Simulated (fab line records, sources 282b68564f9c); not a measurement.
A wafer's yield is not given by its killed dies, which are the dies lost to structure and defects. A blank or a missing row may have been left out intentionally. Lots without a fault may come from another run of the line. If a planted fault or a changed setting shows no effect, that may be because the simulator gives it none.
Comparing a struck lot with a sound one | flow rit_cmos | 20 out of 202 route steps
Sound: these wafers, L683.1, L683.4, L683.6. Wafers L694.1, L694.5, L694.6 were the ones struck. The cause is given at the end.
Per side, at each step with rows, come the tool, then ch with its chambers, and then its first start. Under that, the readings that differ: sound wafers | struck wafers | difference of the means | sigmas: that difference in standard deviations of wafers without a fault.
alike: readings whose means differ by less than 2 such deviations, and words and numbers that are the same on both sides. not compared: withheld readings, readings that some wafer has no value for, bounds like >300 that may hide the same value, and numbers for which the record gives no deviation and whose values overlap.
A row with sigmas, a row that says differs or no value, or rows on one side alone: a step with any of these is where the two part. When numbers do not overlap yet have no deviation, they are printed without sigmas and do not part them. Lack of a reading on every wafer of one side parts them only where that side has two or more wafers.

first, 2 steps without rows for these wafers: RIT_NWELL_HARDBAKE_07 (time 120 s); RIT_NWELL_IMPLANT_08.
RIT_NWELL_STRIP_09: strips in O2, time 180 s.
  sound on plasma_asher-02 ch 0,1, day 3 06:07; struck on plasma_asher-04 ch 0,1, day 5 15:25
  alike: drypump_motor_current_A
  not compared: rf_hours_counter_h
RIT_NWELL_TW_MEAS_10:
  sound: film_metro-01 at day 3 06:18; struck: film_metro-04 at day 5 15:35
  alike: NWELL_TW
then, 6 steps without rows for these wafers: RIT_PWELL_HMDS_00 (prime time 60 s); RIT_PWELL_COAT_01 (resist thk 1300 nm); RIT_PWELL_SOFTBAKE_02 (time 60 s); RIT_PWELL_EXPOSE_03 (exposes mask M3, target cd 43700 nm); RIT_PWELL_PEB_04; RIT_PWELL_DEVELOP_05 (develop time 68 s).
RIT_PWELL_OVL_MEAS_06:
  sound: overlay-01 at day 3 07:28; struck: overlay-01 at day 5 16:39
  alike: PWELL_OVL
then, 1 step without rows for these wafers: RIT_PWELL_HARDBAKE_07 (time 120 s).
RIT_PWELL_IMPLANT_08:
  sound on implanter-01 ch 0, day 3 07:45; struck on implanter-01 ch 0, day 5 17:16
RIT_PWELL_STRIP_09: strips in O2, time 180 s.
  sound on plasma_asher-01 ch 0,1, day 3 07:54; struck on plasma_asher-03 ch 0,1, day 5 17:25
  alike: drypump_motor_current_A
  not compared: rf_hours_counter_h
RIT_PWELL_TW_MEAS_10:
  sound: film_metro-01 at day 3 08:04; struck: film_metro-02 at day 5 17:35
  reading  | sound       | struck         | difference | sigmas
  PWELL_TW | 956 953 953 | 1186 1193 1187 | +235       | +48
then, 1 step without rows for these wafers: RIT_WELLDRIVE_ANNEAL_00 (time 14700 s).
RIT_WELLDRIVE_RS_MEAS_01: a four-point-probe measurement.
  sound: film_metro-02 at day 3 13:13; struck: film_metro-02 at day 5 22:46
  alike: NWELL_RS
RIT_WELLDRIVE_RS_MEAS_02: a four-point-probe measurement.
  sound: film_metro-02 at day 3 13:20; struck: film_metro-02 at day 5 22:53
  reading           | sound             | struck            | difference | sigmas
  PWELL_RS (ohm/sq) | 428.2 428.5 428.5 | 279.8 278.9 278.8 | -149.2     | -99 or more
then, 1 step without rows for these wafers: RIT_NRETRO_HMDS_00 (prime time 60 s).
RIT_M1_PROBE_99:
  sound: prober-02 at day 4 22:22; struck: prober-01 at day 7 08:52
  alike: killed_at_front_end, killed_dies, killed_open, killed_short

== WHERE THEY PART ==
At RIT_PWELL_TW_MEAS_10 first; at RIT_WELLDRIVE_RS_MEAS_02 last (within this record only). Later steps at which nothing parts them and some readings are alike: RIT_M1_PROBE_99.

WHY: what had been put in by the simulator
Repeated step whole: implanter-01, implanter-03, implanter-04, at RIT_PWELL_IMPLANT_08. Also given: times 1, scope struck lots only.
